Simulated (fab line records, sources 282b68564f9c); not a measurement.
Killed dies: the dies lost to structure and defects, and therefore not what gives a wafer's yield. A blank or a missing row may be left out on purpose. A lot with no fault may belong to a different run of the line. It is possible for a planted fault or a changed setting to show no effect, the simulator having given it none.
A struck lot beside a sound one ; flow rit cmos ; 15 out of 202 route steps
Sound: the wafers L249.1, L249.3, L249.4. Struck: wafers L263.1, L263.3, L263.4. The cause is given at the end.
Per side, at each step with rows, come the tool, then ch with its chambers, and then its first start. Under that, the readings that differ: sound wafers ; struck wafers ; difference of the means ; sigmas: that difference in standard deviations of wafers without a fault.
alike: same words and numbers on both sides, and readings whose means sit less than 2 such deviations apart. not compared: any withheld reading, any reading some wafer has no value for, any bound like >300 that may hide the same value, and any number with overlapping values for which the record gives no deviation.
The two part at a step that has a row with sigmas, a row that says differs or no value, or rows on one side only. Numbers that don't overlap but have no deviation are shown without sigmas and don't part them. A reading that every wafer of one side lacks parts them only if that side has two wafers or more.

first, 3 steps without rows for these wafers: RIT_ACTIVE_CLEAN_16 (cleans in dHF, time 30 s); RIT_ACTIVE_CLEAN_17 (cleans in SC2, time 600 s); RIT_FOX1_OXIDATION_00 (target thk 350.7 nm, ox time 1130 s).
RIT_FOX1_THK_MEAS_01:
  sound on film metro-03, day 1 18:27; struck on film metro-02, day 4 16:20
  alike: FOX1_OXIDE_THK
then, 2 steps without rows for these wafers: RIT_FOX1_WET_ETCH_02 (etches SiO2 in BOE, target depth 350 nm, time 390 s); RIT_FOX2_OXIDATION_00 (target thk 350.7 nm, ox time 1130 s).
RIT_FOX2_THK_MEAS_01:
  sound on film metro-03, day 1 19:57; struck on film metro-01, day 4 17:50
  alike: FOX2_OXIDE_THK
then, 2 steps without rows for these wafers: RIT_FOX2_CLEAN_02 (cleans in dHF, time 180 s); RIT_FOX2_WET_ETCH_03 (etches Si3N4 in H3PO4, target depth 195 nm, time 2700 s).
RIT_FOX2_THK_MEAS_90:
  sound on film metro-01, day 1 20:50; struck on film metro-04, day 4 19:28
  alike: FIELD_OXIDE_LEFT_1_THK
then, 2 steps without rows for these wafers: RIT_NWELL_HMDS_00 (prime time 60 s); RIT_NWELL_COAT_01 (resist thk 1300 nm).
RIT_NWELL_SOFTBAKE_02: time 60 s.
  sound on litho track-04 ch 0, day 1 21:11; struck on litho track-03 ch 0, day 4 19:50
reading;sound;struck;difference;sigmas
run length s (s);89.07 88.93 89.19;106.95 106.94 106.95;+17.88;+99 or more
then, 1 step without rows for these wafers: RIT_NWELL_EXPOSE_03 (exposes mask M2, target cd 43900 nm).
RIT_M1_PROBE_99:
  only the struck wafers here have rows in the record (prober-02, day 6 10:07); the sound ones have none

## WHERE THEY PART
First at RIT_NWELL_SOFTBAKE_02; last, within this record, at RIT_M1_PROBE_99.

WHY: whatever the simulator had introduced
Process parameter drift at RIT_NWELL_SOFTBAKE_02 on litho track-03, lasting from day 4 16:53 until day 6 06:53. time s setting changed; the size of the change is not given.
